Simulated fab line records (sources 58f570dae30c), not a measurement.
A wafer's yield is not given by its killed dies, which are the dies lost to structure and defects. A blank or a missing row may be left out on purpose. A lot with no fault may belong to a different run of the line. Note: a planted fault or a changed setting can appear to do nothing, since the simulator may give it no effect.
The tool behind it: which one? -- flow berkeley-cmos170 -- 42 wafers from 14 lots sampled at 6 of the route's 331 steps

== WHAT THE GAUGES SHOWED, per wafer ==
UCB170_WELLDRIVE_THK_MEAS_02. Usual: WELLDRIVE_OXIDE_THK typically reads 198 nm, with standard deviation 3.2.
lot,measured,on,WELLDRIVE_OXIDE_THK (nm),flag
L775,day 4 03:16,film-metro-02,199 202 198,
L776,day 4 09:32,film-metro-02,197 199 195,
L777,day 4 09:32,film-metro-04,197 195 195,
L778,day 5 01:05,film-metro-04,197 197 198,
L781,day 5 09:41,film-metro-02,199 201 200,
L780,day 5 09:42,film-metro-03,200 198 197,
L784,day 5 23:31,film-metro-04,196 196 196,
L786,day 6 06:40,film-metro-04,205 201 200,
L791,day 7 04:55,film-metro-04,199 200 201,
L790,day 7 04:55,film-metro-02,199 198 200,
L795,day 8 05:39,film-metro-03,198 194 199,
L796,day 8 20:24,film-metro-02,197 200 197,
L797,day 8 20:26,film-metro-04,200 198 199,
L798,day 9 04:25,film-metro-02,197 198 196,

UCB170_M2_CD_MEAS_90: the cd target is 700 nm. Usual: cd-nm at 698 nm, with a standard deviation of 3.4.
lot,measured,on,cd-nm (nm),flag
L775,day 8 21:44,cd-sem-01,700 699 697,
L776,day 8 23:02,cd-sem-02,690 699 692,
L777,day 8 23:41,cd-sem-01,700 696 701,
L778,day 9 23:02,cd-sem-02,700 701 699,
L781,day 10 16:19,cd-sem-01,697 696 699,
L780,day 10 14:54,cd-sem-01,694 700 697,
L784,day 11 11:58,cd-sem-02,695 699 695,
L786,day 12 05:47,cd-sem-02,695 693 696,
L791,day 12 22:47,cd-sem-02,- - -,OFF
L790,day 13 00:56,cd-sem-01,- - -,OFF
L795,day 13 17:13,cd-sem-01,694 700 697,
L796,day 14 05:31,cd-sem-01,702 703 704,
L797,day 14 05:19,cd-sem-02,697 694 698,
L798,day 14 03:17,cd-sem-02,693 700 699,

UCB170_M3_OVL_MEAS_16. Usual: M3_OVL typically reads 4 nm, with standard deviation 5.4.
lot,measured,on,M3_OVL (nm),flag
L775,day 9 02:23,overlay-02,1 4 3,
L776,day 9 03:55,overlay-02,9 4 9,
L777,day 9 04:20,overlay-02,10 3 17,
L778,day 10 03:37,overlay-01,9 7 7,
L781,day 10 20:48,overlay-01,8 1 6,
L780,day 10 19:46,overlay-02,10 11 4,
L784,day 11 17:45,overlay-01,-2 3 -4,
L786,day 12 13:52,overlay-01,1 6 7,
L795,day 13 23:28,overlay-01,2 4 -4,
L796,day 14 12:47,overlay-02,1 4 6,
L797,day 14 10:19,overlay-02,10 -3 1,
L798,day 14 08:00,overlay-02,0 4 9,

== TOOL THAT RAN EACH LOT (tool first, then ch and the chambers of the sampled wafers, then the start) ==
lot,UCB170_M2_METAL_ETCH_18,UCB170_M2_STRIP_19,UCB170_V2_STRIP_15
L775,"rie-metal-01 ch 0,1, day 8 21:27","plasma-asher-03 ch 0,1, day 8 21:38","plasma-asher-02 ch 0,1, day 9 00:02"
L776,"rie-metal-04 ch 0,1, day 8 22:44","plasma-asher-04 ch 0,1, day 8 22:56","plasma-asher-04 ch 0,1, day 9 01:30"
L777,"rie-metal-01 ch 0,1, day 8 23:24","plasma-asher-04 ch 0,1, day 8 23:35","plasma-asher-04 ch 0,1, day 9 01:55"
L778,"rie-metal-01 ch 0,1, day 9 22:44","plasma-asher-03 ch 0,1, day 9 22:55","plasma-asher-02 ch 0, day 10 01:12"
L781,"rie-metal-02 ch 0,1, day 10 16:02","plasma-asher-02 ch 0,1, day 10 16:13","plasma-asher-02 ch 0,1, day 10 18:29"
L780,"rie-metal-04 ch 0,1, day 10 14:35","plasma-asher-02 ch 0,1, day 10 14:47","plasma-asher-02 ch 0,1, day 10 17:22"
L784,"rie-metal-02 ch 0,1, day 11 11:32","plasma-asher-04 ch 0,1, day 11 11:42","plasma-asher-04 ch 0,1, day 11 15:18"
L786,"rie-metal-02 ch 0, day 12 05:19","plasma-asher-02 ch 0,1, day 12 05:41","plasma-asher-02 ch 0,1, day 12 08:08"
L791,"rie-metal-02 ch 0,1, day 12 22:29","plasma-asher-03 ch 0,1, day 12 22:41",-
L790,"rie-metal-01 ch 0,1, day 13 00:38","plasma-asher-04 ch 0,1, day 13 00:49",-
L795,"rie-metal-04 ch 0,1, day 13 16:47","plasma-asher-03 ch 0,1, day 13 16:59","plasma-asher-02 ch 0,1, day 13 20:15"
L796,"rie-metal-01 ch 0,1, day 14 05:14","plasma-asher-03 ch 0,1, day 14 05:25","plasma-asher-02 ch 0,1, day 14 08:37"
L797,"rie-metal-02 ch 0,1, day 14 05:01","plasma-asher-04 ch 0,1, day 14 05:11","plasma-asher-01 ch 0,1, day 14 07:56"
L798,"rie-metal-04 ch 0,1, day 14 02:59","plasma-asher-04 ch 0,1, day 14 03:11","plasma-asher-01 ch 0,1, day 14 05:30"
- UCB170_M2_METAL_ETCH_18: etches Al in Cl2/BCl3, stops on SiO2, target depth 1170 nm, time 195 s.
- UCB170_M2_STRIP_19: strips in O2.
- UCB170_V2_STRIP_15: strips in O2.

== AS READ BY THE TOOLS THEMSELVES (means over the sampled wafers that have a number; for cases with no such wafer, the mark the record gives instead) ==
UCB170_M2_METAL_ETCH_18. Usual: bcl3-flow-sccm 45.01 sccm, standard deviation 0.15; bias-w 119.9 W, standard deviation 0.36; drypump-motor-current-A 5.8 A, standard deviation 0.61; oes-product-au 0.858 a.u., standard deviation 0.011; throttle-valve-pct 24.41 %, standard deviation 0.26.
lot,tool,bcl3-flow-sccm (sccm),bias-w (W),drypump-motor-current-A (A),oes-product-au (a.u.),throttle-valve-pct (%),flag
L775,rie-metal-01,44.88,120.1,5.6,0.864,24.27,
L776,rie-metal-04,44.89,119.8,6.2,0.860,24.27,
L777,rie-metal-01,44.94,120.3,5.2,0.853,24.48,
L778,rie-metal-01,44.94,120.4,5.6,0.876,24.26,
L781,rie-metal-02,44.96,119.9,6.2,0.847,24.45,
L780,rie-metal-04,45.02,119.9,6.2,0.865,24.27,
L784,rie-metal-02,44.97,119.8,6.2,0.839,24.47,
L786,rie-metal-02,44.93,119.8,5.5,0.858,24.75,
L791,rie-metal-02,-,-,-,-,-,OFF
L790,rie-metal-01,-,-,-,-,-,OFF
L795,rie-metal-04,44.99,120.1,6.2,0.857,24.28,
L796,rie-metal-01,45.12,119.8,5.1,0.859,24.47,
L797,rie-metal-02,45.06,120.0,5.8,0.846,24.61,
L798,rie-metal-04,45.05,120.0,6.0,0.853,24.37,

UCB170_M2_STRIP_19. Usual: drypump-motor-current-A 5.9 A, standard deviation 0.61; oes-product-au 0.535 a.u., standard deviation 0.023.
lot,tool,drypump-motor-current-A (A),oes-product-au (a.u.),flag
L775,plasma-asher-03,6.4,0.537,
L776,plasma-asher-04,6.2,0.515,
L777,plasma-asher-04,6.3,0.546,
L778,plasma-asher-03,6.5,0.543,
L781,plasma-asher-02,5.0,0.555,
L780,plasma-asher-02,5.2,0.506,
L784,plasma-asher-04,6.0,0.543,
L786,plasma-asher-02,5.2,0.566,
L791,plasma-asher-03,6.5,0.724,OFF
L790,plasma-asher-04,6.3,0.723,OFF
L795,plasma-asher-03,6.5,0.507,
L796,plasma-asher-03,6.4,0.541,
L797,plasma-asher-04,6.2,0.566,
L798,plasma-asher-04,6.3,0.530,

UCB170_V2_STRIP_15. Usual: drypump-motor-current-A 5.5 A, standard deviation 0.59; oes-product-au 0.722 a.u., standard deviation 0.0043; strip-time-to-endpoint-s 15.33 s, standard deviation 0.12.
lot,tool,drypump-motor-current-A (A),oes-product-au (a.u.),strip-time-to-endpoint-s (s),flag
L775,plasma-asher-02,5.0,0.723,15.33,
L776,plasma-asher-04,6.2,0.723,15.42,
L777,plasma-asher-04,6.0,0.723,15.27,
L778,plasma-asher-02,5.4,0.717,15.32,
L781,plasma-asher-02,5.2,0.725,15.38,
L780,plasma-asher-02,5.2,0.717,15.46,
L784,plasma-asher-04,6.2,0.722,15.20,
L786,plasma-asher-02,5.2,0.720,15.28,
L795,plasma-asher-02,5.2,0.723,15.25,
L796,plasma-asher-02,5.0,0.722,15.40,
L797,plasma-asher-01,5.4,0.720,15.26,
L798,plasma-asher-01,5.4,0.725,15.48,

== THE ANSWER, worked out from the rows above alone ==
Rule: a lot is off if the mean of its wafers that have a number lies more than 3 standard deviations from the usual mean. Also off: a lot with no number at a reading for which 4 or more lots have one. The other lots that the step has rows for count as sound. The gauges are gone through in route order, then the tools' own readings, and for those a lot's mean is taken as printed above. The first step at which some lot is off is used, and at that step the reading that is off furthest; a lot without a number counts as furthest.
Off: L791, L790 (UCB170_M2_CD_MEAS_90, cd-nm). Without a number there: L791, L790.
A tool fits if, at a process step before that reading, it ran every lot that is off, and no sound lot after the first of them. The gauges at UCB170_M2_CD_MEAS_90 aren't tried: what is off there is off at UCB170_M2_METAL_ETCH_18 too, on other tools, and a gauge's error can't cause that. No candidate that was tried fits.

== WHAT WAS PUT IN BY THE SIMULATOR ==
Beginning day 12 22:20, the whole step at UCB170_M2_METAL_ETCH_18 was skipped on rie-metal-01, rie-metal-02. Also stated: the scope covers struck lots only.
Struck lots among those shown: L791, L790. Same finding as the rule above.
